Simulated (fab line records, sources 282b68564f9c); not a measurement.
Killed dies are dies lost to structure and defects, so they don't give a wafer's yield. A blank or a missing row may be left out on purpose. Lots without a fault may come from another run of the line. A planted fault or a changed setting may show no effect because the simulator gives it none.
Tool commonality check | flow rit_cmos | 13 lots, 39 wafers sampled

WHY IT WAS OPENED
At RIT_ACTIVE_CD_MEAS_11 the reading cd_nm is flagged on 1 of 13 lots. Wafers without a fault read 1400.3 nm, standard deviation 2.4.
Rule: a lot is flagged when every wafer of it that has a number lies more than 4 standard deviations from that mean, or none has a number. The other lots count as sound.

lot  | measured    | on        | cd_nm (nm), wafer by wafer | flag
L397 | day 1 14:52 | cd_sem-01 | 1404.1 1401.4 1404.0       |
L399 | day 2 00:26 | cd_sem-02 | 1398.1 1396.1 1399.1       |
L400 | day 2 06:18 | cd_sem-02 | 1401.1 1400.9 1401.1       |
L402 | day 2 15:29 | cd_sem-01 | 1401.8 1400.2 1399.3       |
L404 | day 3 01:35 | cd_sem-01 | 1277.2 1276.9 1280.1       | FLAGGED
L411 | day 4 12:35 | cd_sem-02 | 1399.4 1401.1 1400.5       |
L412 | day 4 18:11 | cd_sem-01 | 1395.9 1395.8 1398.8       |
L413 | day 4 22:34 | cd_sem-01 | 1404.3 1399.9 1401.7       |
L414 | day 5 03:37 | cd_sem-02 | 1399.9 1399.5 1396.7       |
L415 | day 5 08:35 | cd_sem-01 | 1398.0 1397.1 1397.2       |
L417 | day 5 18:34 | cd_sem-02 | 1399.9 1401.3 1399.4       |
L418 | day 6 00:24 | cd_sem-02 | 1398.1 1397.8 1398.4       |
L419 | day 6 04:47 | cd_sem-01 | 1401.0 1400.9 1401.4       |
The numbers of the flagged lots are 1278.1 nm on average: -122.2 nm against the usual, or -51 standard deviations.

WHICH TOOL RAN EACH LOT
The record holds 1 process step before the reading, out of a route of 202 steps. In each cell: the tool, then ch and the chambers that the sampled wafers went through, then the start.
lot  | flag    | RIT_ACTIVE_EXPOSE_08
L397 |         | iline_stepper-01 ch 0, day 1 14:28
L399 |         | iline_stepper-02 ch 0, day 2 00:02
L400 |         | iline_stepper-01 ch 0, day 2 05:54
L402 |         | iline_stepper-02 ch 0, day 2 15:05
L404 | FLAGGED | iline_stepper-01 ch 0, day 3 01:11
L411 |         | iline_stepper-02 ch 0, day 4 12:11
L412 |         | iline_stepper-02 ch 0, day 4 17:47
L413 |         | iline_stepper-01 ch 0, day 4 22:10
L414 |         | iline_stepper-02 ch 0, day 5 03:11
L415 |         | iline_stepper-01 ch 0, day 5 08:11
L417 |         | iline_stepper-01 ch 0, day 5 18:10
L418 |         | iline_stepper-01 ch 0, day 5 23:55
L419 |         | iline_stepper-01 ch 0, day 6 04:23
What these steps do:
- RIT_ACTIVE_EXPOSE_08: exposes mask M1, target cd 1400 nm.
- RIT_ACTIVE_CD_MEAS_11: target cd 1400 nm.

FLAGGED OVER TOTAL, TOOL BY TOOL (the gauges that took the reading come last)
step                  | tool             | lots run | flagged | share of the flagged lots | sound lots run after its first flagged lot
RIT_ACTIVE_EXPOSE_08  | iline_stepper-01 | 8        | 1       | all                       | 5 (L413,L415,L417,L418,L419)
RIT_ACTIVE_EXPOSE_08  | iline_stepper-02 | 5        | 0       | none                      | -
RIT_ACTIVE_CD_MEAS_11 | cd_sem-01        | 7        | 1       | all                       | 4 (L412,L413,L415,L419)
RIT_ACTIVE_CD_MEAS_11 | cd_sem-02        | 6        | 0       | none                      | -

WHAT THE TABLE ALLOWS
2 rows of the table ran every flagged lot: iline_stepper-01 at RIT_ACTIVE_EXPOSE_08, cd_sem-01 at RIT_ACTIVE_CD_MEAS_11.
- iline_stepper-01 at RIT_ACTIVE_EXPOSE_08: 1 of its 8 lots flagged. Sound lots ran on it after the first flagged one (L413, L415, L417, L418, L419), which a lasting fault on the whole tool wouldn't allow.
- cd_sem-01 at RIT_ACTIVE_CD_MEAS_11: 1 of its 7 lots flagged. Sound lots ran on it after the first flagged one (L412, L413, L415, L419), which a lasting fault on the whole tool wouldn't allow.
No row of the table ran every flagged lot and no sound lot after the first.

WHAT THE SIMULATOR HAD PUT IN
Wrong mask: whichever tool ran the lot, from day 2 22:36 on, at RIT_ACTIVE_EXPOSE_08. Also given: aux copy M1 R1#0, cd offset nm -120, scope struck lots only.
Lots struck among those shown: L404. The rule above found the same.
